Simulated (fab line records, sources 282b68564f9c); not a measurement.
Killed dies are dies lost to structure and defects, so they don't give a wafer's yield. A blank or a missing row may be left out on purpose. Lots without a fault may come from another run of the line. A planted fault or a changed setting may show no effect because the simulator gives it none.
Which tool did it? | flow rit_cmos | 13 lots, 39 wafers sampled, at 2 steps of a route of 202

WHAT THE GAUGES READ, wafer by wafer
RIT_ACTIVE_CD_MEAS_11: target cd 1400 nm. Usual: cd_nm 1400.1 nm, standard deviation 2.3.
lot  | measured    | on        | cd_nm (nm)           | flag
L661 | day 1 15:18 | cd_sem-02 | 1400.2 1398.8 1401.6 |
L663 | day 2 00:44 | cd_sem-01 | 1400.0 1401.9 1396.9 |
L664 | day 2 05:36 | cd_sem-02 | 1399.9 1399.1 1399.8 |
L666 | day 2 17:04 | cd_sem-02 | 1401.6 1402.1 1400.6 |
L667 | day 2 20:39 | cd_sem-01 | 1401.6 1404.6 1401.5 |
L669 | day 3 06:53 | cd_sem-02 | 1400.7 1401.1 1401.0 |
L670 | day 3 11:56 | cd_sem-01 | 1398.2 1401.4 1400.0 |
L671 | day 3 17:19 | cd_sem-01 | 1401.3 1402.7 1400.3 |
L672 | day 3 21:26 | cd_sem-02 | 1397.4 1395.5 1399.8 |
L680 | day 5 13:28 | cd_sem-02 | 1318.1 1364.3 1392.6 | OFF
L681 | day 5 18:34 | cd_sem-01 | 1403.2 1404.0 1405.7 |
L682 | day 5 23:26 | cd_sem-02 | 1399.4 1402.4 1399.6 |
L684 | day 6 09:34 | cd_sem-01 | 1400.3 1400.0 1399.0 |

WHICH TOOL RAN EACH LOT (tool, then ch and the chambers of the sampled wafers, then the start)
lot  | RIT_ACTIVE_EXPOSE_08
L661 | iline_stepper-01 ch 0, day 1 14:54
L663 | iline_stepper-02 ch 0, day 2 00:14
L664 | iline_stepper-01 ch 0, day 2 05:12
L666 | iline_stepper-01 ch 0, day 2 16:40
L667 | iline_stepper-02 ch 0, day 2 20:11
L669 | iline_stepper-02 ch 0, day 3 06:29
L670 | iline_stepper-01 ch 0, day 3 11:32
L671 | iline_stepper-01 ch 0, day 3 16:55
L672 | iline_stepper-01 ch 0, day 3 21:02
L680 | iline_stepper-02 ch 0, day 5 13:04
L681 | iline_stepper-01 ch 0, day 5 18:10
L682 | iline_stepper-01 ch 0, day 5 23:02
L684 | iline_stepper-01 ch 0, day 6 09:10
- RIT_ACTIVE_EXPOSE_08: exposes mask M1, target cd 1400 nm.

WHAT THE TOOLS THEMSELVES READ (means of the sampled wafers that have a number; where no wafer has one, the mark that the record gives instead)
RIT_ACTIVE_EXPOSE_08. Usual: exposure_dose_mJ_cm2 223.80, standard deviation 0.21.
lot  | tool             | exposure_dose_mJ_cm2 | flag
L661 | iline_stepper-01 | 223.82               |
L663 | iline_stepper-02 | 224.10               |
L664 | iline_stepper-01 | 223.77               |
L666 | iline_stepper-01 | 223.91               |
L667 | iline_stepper-02 | 223.95               |
L669 | iline_stepper-02 | 223.72               |
L670 | iline_stepper-01 | 223.72               |
L671 | iline_stepper-01 | 223.43               |
L672 | iline_stepper-01 | 223.80               |
L680 | iline_stepper-02 | 216.52               | OFF
L681 | iline_stepper-01 | 223.81               |
L682 | iline_stepper-01 | 223.84               |
L684 | iline_stepper-01 | 223.81               |

THE ANSWER, worked out from the rows above alone
Rule: a lot is off if the mean of its wafers that have a number lies more than 3 standard deviations from the usual mean. A lot without any number at a reading at which 4 lots or more have one is off too. The other lots that the step has rows for count as sound. The gauges are gone through in route order, then the tools' own readings, and for those a lot's mean is taken as printed above. The first step at which some lot is off is used, and at that step the reading that is off furthest; a lot without a number counts as furthest.
Off: L680, at RIT_ACTIVE_CD_MEAS_11 (cd_nm).
A tool fits if, at a process step before that reading, it ran every lot that is off, and no sound lot after the first of them. The gauges at RIT_ACTIVE_CD_MEAS_11 aren't tried: what is off there is off at RIT_ACTIVE_EXPOSE_08 too, on other tools, and a gauge's error can't cause that. One fits: iline_stepper-02 at RIT_ACTIVE_EXPOSE_08. Its last sound lot is L669 (day 3 06:29), its first lot that is off L680 (day 5 13:04): a fault that began between those two fits.
The tool's own readings at RIT_ACTIVE_EXPOSE_08 bear it out: on the lots that are off they differ by more than 5 times the standard deviation of the sound lots' means. exposure_dose_mJ_cm2 reads 216.52 there against 223.81 on the sound lots.

WHAT THE SIMULATOR HAD PUT IN
Process parameter drift: iline_stepper-02, from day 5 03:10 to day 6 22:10, at RIT_ACTIVE_EXPOSE_08. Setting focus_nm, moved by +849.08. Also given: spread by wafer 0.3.
Lots struck among those shown: L680. The rule above found the same.
